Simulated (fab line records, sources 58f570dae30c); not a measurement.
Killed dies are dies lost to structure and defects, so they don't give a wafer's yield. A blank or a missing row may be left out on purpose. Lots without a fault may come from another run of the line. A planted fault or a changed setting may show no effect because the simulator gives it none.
Problem report in the 8D (eight disciplines) form, filled by code | flow berkeley_cmos170 | the parts of the form that need people (team, actions taken, sign-off) are left out

1. THE PROBLEM
strip_time_to_endpoint_s at UCB170_PFIELD_STRIP_08 reads a mean of 24.55 s on 9 wafers of 3 lots; wafers without a fault read 21.63 s with a standard deviation of 0.055. That is +53 standard deviations from the usual mean.
The step: strips in O2.
First seen on wafer L448.1, day 6 05:30, on plasma_asher-01. The record holds 45 wafers of 15 lots with a number at this step. Rule for "out", or "out of limits": more than 4 standard deviations from the usual mean. The other wafers with a number count as sound.

2. WHAT IT IS AND WHAT IT IS NOT
question                    | is                               | is not
which readings at this step | strip_time_to_endpoint_s         | drypump_motor_current_A
which lots                  | L448, L451, L453                 | L441, L442, L443, L444, L445, L446, L447, L449, L450, L454, L460, L462
which wafers of those lots  | all that have a number           | -
read on which tools         | plasma_asher-01, plasma_asher-04 | plasma_asher-03
when                        | from day 6 05:30                 | up to then (24 sound wafers); but 12 sound wafers of L450, L454, L460, L462 came after

3. SUSPECTS, AND WHAT RULES EACH OUT
Counting: a tool at a process step up to the reading stays a suspect if it ran every lot that is out and no sound lot after the first of them.
- litho_track-03 at UCB170_PFIELD_COAT_01 (resist thk 900 nm): kept. It ran every lot that is out, first L448 (day 6 04:28), and no sound lot after that; its last sound lot up to then is L449 (day 6 04:01).
Left after counting: litho_track-03 at UCB170_PFIELD_COAT_01.

4. THE CAUSE (what the simulator had put in)
Process parameter drift: litho_track-03, from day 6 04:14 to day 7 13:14, at UCB170_PFIELD_COAT_01. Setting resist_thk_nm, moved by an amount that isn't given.
Counting left only this tool.

5. THE CHAIN OF EFFECTS, in route order
Each row: a reading whose mean over the struck wafers that have a number lies more than 3 standard deviations from the usual. Only readings for which the record gives a usual standard deviation are gone through. hours: the time from each lot's start at the first step in this table that gives one to its start at this step, as a median over the lots. sigmas: the change in usual standard deviations.
hours | step                   | reading                  | usual   | on struck wafers | change | sigmas
0     | UCB170_PFIELD_STRIP_08 | strip_time_to_endpoint_s | 21.63 s | 24.55            | +2.92  | +53
The process steps in it:
- UCB170_PFIELD_STRIP_08: strips in O2.
Later measuring or inspecting steps at which every struck wafer that the step has a row for has a number for every such reading, and none has moved that far: UCB170_FIELD_THK_MEAS_90, UCB170_SCREENOX_THK_MEAS_02.

6. WHAT WOULD HAVE CAUGHT IT SOONER
In this record the first reading out of limits was taken at day 6 05:30, 1 hour after the fault began at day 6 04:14.
Of the lots that are out (3), L451, L453 began UCB170_PFIELD_COAT_01 on litho_track-03 after day 6 05:30. A hold on the tool at that time would have spared those 2.
